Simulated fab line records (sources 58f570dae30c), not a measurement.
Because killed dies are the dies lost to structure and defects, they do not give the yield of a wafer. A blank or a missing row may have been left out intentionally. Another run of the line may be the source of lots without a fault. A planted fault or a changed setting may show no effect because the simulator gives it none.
What tool caused it?	flow berkeley cmos170	14 lots, 42 wafers sampled, at 6 steps of a route of 331

WHAT THE GAUGES READ, wafer by wafer
UCB170_NWELL_THK_MEAS_05. Usual: NWELL_NITRIDE_THK gives 229.2 nm (standard deviation 1.9).
lot	measured	on	NWELL_NITRIDE_THK (nm)	flag
L836	day 1 23:47	film metro-02	230.3 231.4 229.9	
L837	day 2 05:06	film metro-02	233.7 231.5 231.5	
L838	day 2 13:28	film metro-02	226.1 226.5 227.0	
L839	day 3 00:50	film metro-04	228.2 227.9 228.5	
L840	day 3 00:50	film metro-02	226.4 228.1 225.8	
L841	day 3 08:33	film metro-02	227.8 225.2 226.7	
L842	day 3 15:41	film metro-03	138.4 139.9 137.5	OFF
L843	day 3 18:34	film metro-02	138.5 138.7 139.0	OFF
L848	day 4 18:58	film metro-04	229.0 228.7 229.2	
L852	day 5 11:31	film metro-02	227.8 228.7 228.2	
L856	day 6 10:56	film metro-04	226.9 227.6 226.6	
L857	day 6 16:44	film metro-03	229.7 228.8 228.3	
L858	day 6 21:25	film metro-03	228.6 228.3 228.8	
L859	day 7 04:10	film metro-03	233.9 232.0 232.1	

UCB170_M1_CD_MEAS_09: the cd target is 700 nm. Usual: cd nm reads 699.8 nm (standard deviation 1.4).
lot	measured	on	cd nm (nm)	flag
L836	day 6 12:34	cd sem-01	699.0 698.9 697.9	
L837	day 7 01:31	cd sem-02	700.7 698.9 698.7	
L838	day 7 17:10	cd sem-02	701.1 701.6 701.7	
L839	day 7 12:32	cd sem-02	699.7 700.5 701.9	
L840	day 7 14:11	cd sem-02	698.2 699.6 698.7	
L841	day 8 01:02	cd sem-01	697.6 699.2 699.8	
L842	day 8 14:01	cd sem-01	699.1 700.1 701.9	
L843	day 8 21:58	cd sem-02	700.2 699.5 699.7	
L848	day 10 11:50	cd sem-02	699.9 699.9 699.0	
L852	day 10 18:37	cd sem-02	700.6 701.7 701.3	
L856	day 11 18:08	cd sem-02	700.9 701.1 700.0	
L857	day 11 19:56	cd sem-01	699.7 700.5 698.7	
L858	day 11 20:31	cd sem-01	699.9 699.2 699.7	
L859	day 12 12:56	cd sem-01	698.5 698.7 698.5	

UCB170_V2_THK_MEAS_04. Usual: V2_POLISHED_THK gives 999.6 nm (standard deviation 1.1).
lot	measured	on	V2_POLISHED_THK (nm)	flag
L836	day 7 00:17	film metro-02	1000.1 1001.9 1000.2	
L837	day 7 13:02	film metro-01	1000.2 1001.0 998.9	
L838	day 8 03:51	film metro-01	999.9 998.8 998.3	
L839	day 8 03:14	film metro-02	1000.1 999.7 998.7	
L840	day 8 03:32	film metro-03	1001.5 997.9 998.5	
L841	day 8 12:40	film metro-02	998.4 999.9 1000.8	
L842	day 9 02:03	film metro-03	1000.0 1000.1 998.5	
L843	day 9 11:52	film metro-02	998.0 999.2 999.7	
L848	day 10 22:18	film metro-03	1000.0 998.3 999.2	
L852	day 11 08:02	film metro-02	999.2 998.4 999.8	
L856	day 12 07:05	film metro-02	998.3 1000.3 999.8	
L857	day 12 07:45	film metro-02	999.3 997.0 1000.8	
L858	day 12 06:46	film metro-01	1000.4 1000.4 999.2	
L859	day 13 06:59	film metro-03	1000.6 1001.9 1002.3	

EACH LOT AND THE TOOL THAT RAN IT (in order: tool; ch and the chambers of the sampled wafers; start)
lot	UCB170_NWELL_CVD_04	UCB170_NWELL_ETCH_13	UCB170_NSD_STRIP_09
L836	lpcvd-02 ch 1, day 1 21:50	rie diel-04 ch 0,3, day 2 01:04	plasma asher-04 ch 0, day 6 04:43
L837	lpcvd-02 ch 1, day 2 03:08	rie diel-03 ch 1,3, day 2 06:21	plasma asher-03 ch 0,1, day 6 17:44
L838	lpcvd-01 ch 0, day 2 10:34	rie diel-02 ch 0,1,3, day 2 15:20	plasma asher-01 ch 0,1, day 7 05:27
L839	lpcvd-02 ch 0, day 2 22:54	rie diel-02 ch 2,3, day 3 01:52	plasma asher-04 ch 0,1, day 7 04:46
L840	lpcvd-02 ch 0, day 2 22:54	rie diel-04 ch 1,2,3, day 3 02:06	plasma asher-04 ch 0, day 7 05:25
L841	lpcvd-01 ch 0, day 3 06:37	rie diel-02 ch 0,2,3, day 3 10:01	plasma asher-03 ch 0,1, day 7 16:13
L842	lpcvd-02 ch 1, day 3 12:46	rie diel-02 ch 0,3, day 3 16:37	plasma asher-04 ch 0,1, day 8 05:22
L843	lpcvd-02 ch 1, day 3 15:40	rie diel-02 ch 2,3, day 3 20:23	plasma asher-03 ch 0,1, day 8 13:40
L848	lpcvd-01 ch 1, day 4 17:02	rie diel-03 ch 0,2,3, day 4 20:13	plasma asher-04 ch 0,1, day 9 19:11
L852	lpcvd-01 ch 1, day 5 09:35	rie diel-04 ch 0,1,3, day 5 12:58	plasma asher-01 ch 0,1, day 10 06:19
L856	lpcvd-01 ch 1, day 6 09:00	rie diel-04 ch 0,2,3, day 6 11:52	plasma asher-03 ch 0,1, day 11 08:10
L857	lpcvd-02 ch 0, day 6 14:48	rie diel-03 ch 0,1,2, day 6 18:05	plasma asher-04 ch 0,1, day 11 08:37
L858	lpcvd-02 ch 0, day 6 19:28	rie diel-02 ch 0,2,3, day 6 22:32	plasma asher-03 ch 0,1, day 11 09:02
L859	lpcvd-02 ch 0, day 7 02:14	rie diel-04 ch 1,3, day 7 05:25	plasma asher-03 ch 0,1, day 12 02:28
- UCB170_NWELL_CVD_04: deposits Si3N4 from SiH2Cl2/NH3, target thk 224 nm, time 3360 s.
- UCB170_NWELL_ETCH_13: etches Si3N4 in CH3F/Ar/O2, stops on SiO2, target depth 246.4 nm, time 154 s.
- UCB170_NSD_STRIP_09: strips in O2.

WHAT THE TOOLS THEMSELVES READ (means of the sampled wafers that have a number; where no wafer has one, the mark that the record gives instead)
UCB170_NWELL_ETCH_13. Usual: CH3F_flow_sccm 20.00 sccm, standard deviation 0.061; O2_flow_sccm 7.002 sccm, standard deviation 0.021; drypump motor current A 5.54 A, standard deviation 0.27; mfc ar sccm 50.02 sccm, standard deviation 0.14; oes product au 0.953 a.u., standard deviation 0.013; throttle valve pct 8.07 %, standard deviation 0.14.
lot	tool	CH3F_flow_sccm (sccm)	O2_flow_sccm (sccm)	drypump motor current A (A)	mfc ar sccm (sccm)	oes product au (a.u.)	throttle valve pct (%)	flag
L836	rie diel-04	19.94	7.004	5.72	49.95	0.944	8.10	
L837	rie diel-03	19.99	7.000	5.78	50.01	0.960	7.96	
L838	rie diel-02	20.01	6.996	5.61	49.99	0.955	8.08	
L839	rie diel-02	20.05	7.012	5.29	49.90	0.955	7.92	
L840	rie diel-04	19.98	6.984	5.75	50.10	0.927	8.20	
L841	rie diel-02	19.98	7.016	5.44	49.99	0.956	8.02	
L842	rie diel-02	19.98	7.012	5.56	50.08	0.738	8.09	OFF
L843	rie diel-02	20.04	6.992	5.29	50.08	0.731	7.91	OFF
L848	rie diel-03	20.00	7.000	5.36	50.09	0.954	8.09	
L852	rie diel-04	19.92	7.001	5.65	50.01	0.945	8.14	
L856	rie diel-04	19.95	6.979	5.73	50.09	0.938	8.13	
L857	rie diel-03	20.03	6.998	5.45	50.02	0.951	8.01	
L858	rie diel-02	20.01	6.992	5.42	49.84	0.964	8.02	
L859	rie diel-04	20.01	6.991	5.65	50.04	0.945	8.21	

UCB170_NSD_STRIP_09. Usual: drypump motor current A 6.0 A, standard deviation 0.51; o2 flow sccm 400.2 sccm, standard deviation 1.1; oes product au 0.534 a.u., standard deviation 0.0047; strip time to endpoint s 35.84 s, standard deviation 0.074.
lot	tool	drypump motor current A (A)	o2 flow sccm (sccm)	oes product au (a.u.)	strip time to endpoint s (s)	flag
L836	plasma asher-04	6.6	400.4	0.535	35.76	
L837	plasma asher-03	6.0	400.7	0.538	35.91	
L838	plasma asher-01	6.1	400.5	0.538	35.81	
L839	plasma asher-04	5.9	400.6	0.534	35.83	
L840	plasma asher-04	6.6	400.6	0.534	35.84	
L841	plasma asher-03	6.1	399.3	0.537	35.82	
L842	plasma asher-04	5.9	401.1	0.532	35.97	
L843	plasma asher-03	6.1	400.9	0.536	35.88	
L848	plasma asher-04	5.9	399.4	0.532	35.87	
L852	plasma asher-01	6.0	400.3	0.537	35.79	
L856	plasma asher-03	6.1	399.3	0.534	35.94	
L857	plasma asher-04	6.3	400.3	0.530	35.83	
L858	plasma asher-03	6.2	399.5	0.531	35.80	
L859	plasma asher-03	6.2	399.4	0.529	35.77	

THE ANSWER, worked out from the rows above alone
Rule: take the mean of a lot's wafers that have a number; if it is more than 3 standard deviations from the usual mean, the lot is off. Also off: a lot with no number at a reading for which 4 or more lots have one. Any other lot the step has rows for is counted as sound. First the gauges in route order, then the tools' own readings, where a lot's mean is used as printed above. The first step at which some lot is off is used, and at that step the reading that is off furthest; a lot without a number counts as furthest.
Off: at UCB170_NWELL_THK_MEAS_05 (NWELL_NITRIDE_THK), L842, L843.
A tool fits if, at a process step before that reading, it ran every lot that is off, and no sound lot after the first of them. The gauges at UCB170_NWELL_THK_MEAS_05 aren't tried: what is off there is off at UCB170_NWELL_ETCH_13 too, on other tools, and a gauge's error can't cause that. No candidate that was tried fits.

WHAT THE SIMULATOR HAD INSERTED
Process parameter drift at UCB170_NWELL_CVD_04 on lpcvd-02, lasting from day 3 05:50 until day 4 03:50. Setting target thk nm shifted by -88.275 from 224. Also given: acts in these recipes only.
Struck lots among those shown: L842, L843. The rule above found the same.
